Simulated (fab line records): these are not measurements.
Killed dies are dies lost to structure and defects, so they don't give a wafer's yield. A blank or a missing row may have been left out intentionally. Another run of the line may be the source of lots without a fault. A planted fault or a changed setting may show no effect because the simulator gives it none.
Problem report in the 8D (eight disciplines) form, filled by code || flow rit_cmos || the parts of the form that need people (team, actions taken, sign-off) are left out

1. THE PROBLEM
cd_nm at RIT_ACTIVE_CD_MEAS_11 reads a mean of 1339.5 nm on 6 wafers of 2 lots; wafers without a fault read 1399.4 nm with a standard deviation of 2.3. Relative to the usual mean, that is a shift of -26 standard deviations.
The step: target cd 1400 nm.
Seen first at day 5 08:44 on cd_sem-02, wafer L335.1. Wafers with a number at this step in the record: 42, from 14 lots. The rule behind "out" and "out of limits": a value lying over 4 standard deviations away from the usual mean. All remaining wafers that have a number are taken as sound.

2. WHAT IT IS AND WHAT IT IS NOT
{"question": "which readings at this step", "is": "cd_nm", "is not": "-"}
{"question": "which lots", "is": "L335, L336", "is not": "L317, L318, L319, L321, L322, L324, L325, L326, L327, L328, L330, L340"}
{"question": "which wafers of those lots", "is": "all that have a number", "is not": "-"}
{"question": "read on which gauges", "is": "cd_sem-02", "is not": "cd_sem-01"}
{"question": "when", "is": "from day 5 08:44", "is not": "up to then (33 sound wafers); but 3 sound wafers of L340 came after"}

3. SUSPECTS, AND WHAT RULES EACH OUT
Counting: a tool at any process step up to the reading remains a suspect when it ran all the lots that are out and ran no sound lot after the first of those.
- the gauge at RIT_ACTIVE_CD_MEAS_11: kept. All the wafers that are out were read on cd_sem-02, and no step on other tools shows them out.
- litho_track-01 at RIT_ACTIVE_COAT_06 (resist thk 1000 nm): kept. It processed each lot that is out, first L335 at day 5 07:52, and no sound lot thereafter; up to then, the last sound lot it processed was L325 at day 3 05:44.
The count leaves cd_sem-02 at RIT_ACTIVE_CD_MEAS_11 and litho_track-01 at RIT_ACTIVE_COAT_06.

4. THE CAUSE (what the simulator had put in)
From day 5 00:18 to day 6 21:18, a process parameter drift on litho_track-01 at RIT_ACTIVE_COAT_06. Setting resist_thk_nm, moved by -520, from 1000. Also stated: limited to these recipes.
Of the 2 suspects that counting leaves, this tool is one.

5. THE CHAIN OF EFFECTS, in route order
Each row: a reading where the mean over the struck wafers with a number is more than 3 standard deviations away from the usual. Readings are gone through only where the record gives a usual standard deviation; hours: the median, over the lots, of the time from a lot's start at the first step in this table giving one to that lot's start at this step; sigmas: the change measured in usual standard deviations.
{"hours": 0, "step": "RIT_ACTIVE_CD_MEAS_11", "reading": "cd_nm", "usual": "1399.4 nm", "on struck wafers": 1339.5, "change": -59.9, "sigmas": -26}

6. HOW IT WOULD HAVE BEEN CAUGHT EARLIER
In this record the first reading out of limits at a measuring or inspecting step was taken at day 5 08:44, 8 hours after the fault began at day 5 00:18.
Of the lots that are out (2), L336 began RIT_ACTIVE_COAT_06 on litho_track-01 after day 5 08:44. Putting the tool on hold at that point would have spared it.
